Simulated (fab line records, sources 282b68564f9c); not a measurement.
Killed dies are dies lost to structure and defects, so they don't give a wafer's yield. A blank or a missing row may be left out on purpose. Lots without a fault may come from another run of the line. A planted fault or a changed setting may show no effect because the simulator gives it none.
A struck lot beside a sound one | flow rit_cmos | 17 steps out of a route of 202
Sound: wafers L920.3, L920.4, L920.5. Struck: wafers L929.1, L929.2, L929.3. The cause comes at the end.
At each step with rows: each side's tool, then ch and its chambers, then its first start. Under that, the readings that differ: sound wafers | struck wafers | difference of the means | sigmas: that difference in standard deviations of wafers without a fault.
alike: readings whose means differ by less than 2 such deviations, and words and numbers that are the same on both sides. not compared: withheld readings, readings that some wafer has no value for, bounds like >300 that may hide the same value, and numbers for which the record gives no deviation and whose values overlap.
The two part at a step that has a row with sigmas, a row that says differs or no value, or rows on one side only. Numbers that don't overlap but have no deviation are shown without sigmas and don't part them. A reading that every wafer of one side lacks parts them only if that side has two wafers or more.

RIT_PWELL_TW_MEAS_10:
  sound on film_metro-04, day 2 09:20; struck on film_metro-01, day 4 06:13
  alike: PWELL_TW
then, 1 step without rows for these wafers: RIT_WELLDRIVE_ANNEAL_00 (time 14700 s).
RIT_WELLDRIVE_RS_MEAS_01: measures by four-point-probe.
  sound on film_metro-02, day 2 14:30; struck on film_metro-04, day 4 11:21
  alike: NWELL_RS
RIT_WELLDRIVE_RS_MEAS_02: measures by four-point-probe.
  sound on film_metro-02, day 2 14:37; struck on film_metro-04, day 4 11:28
  alike: PWELL_RS
then, 6 steps without rows for these wafers: RIT_NRETRO_HMDS_00 (prime time 60 s); RIT_NRETRO_COAT_01 (resist thk 1300 nm); RIT_NRETRO_SOFTBAKE_02 (time 60 s); RIT_NRETRO_EXPOSE_03 (exposes mask M4, target cd 43900 nm); RIT_NRETRO_PEB_04; RIT_NRETRO_DEVELOP_05 (develop time 68 s).
RIT_NRETRO_OVL_MEAS_06:
  sound on overlay-02, day 2 15:43; struck on overlay-01, day 4 12:28
  alike: NRETRO_OVL
then, 1 step without rows for these wafers: RIT_NRETRO_HARDBAKE_07 (time 120 s).
RIT_NRETRO_IMPLANT_08:
  sound on implanter-01 ch 0, day 2 16:02; struck on implanter-02 ch 0, day 4 13:05
RIT_NRETRO_STRIP_09: strips in O2, time 180 s.
  sound on plasma_asher-03 ch 0,1, day 2 16:12; struck on plasma_asher-02 ch 0,1, day 4 13:14
  alike: chamber_pressure_mTorr, drypump_motor_current_A
  not compared: rf_hours_counter_h
RIT_NRETRO_TW_MEAS_10:
  sound on film_metro-01, day 2 16:20; struck on film_metro-03, day 4 13:24
  reading   | sound          | struck         | difference | sigmas
  NRETRO_TW | 1040 1038 1042 | 1306 1297 1304 | +262       | +41
then, 1 step without rows for these wafers: RIT_PRETRO_HMDS_00 (prime time 60 s).
RIT_M1_PROBE_99:
  the record has rows for the struck wafers here (prober-02, day 5 17:49) and none for the sound ones

WHERE THEY PART
First at RIT_NRETRO_TW_MEAS_10; last, within this record, at RIT_M1_PROBE_99.

WHY: what the simulator had put in
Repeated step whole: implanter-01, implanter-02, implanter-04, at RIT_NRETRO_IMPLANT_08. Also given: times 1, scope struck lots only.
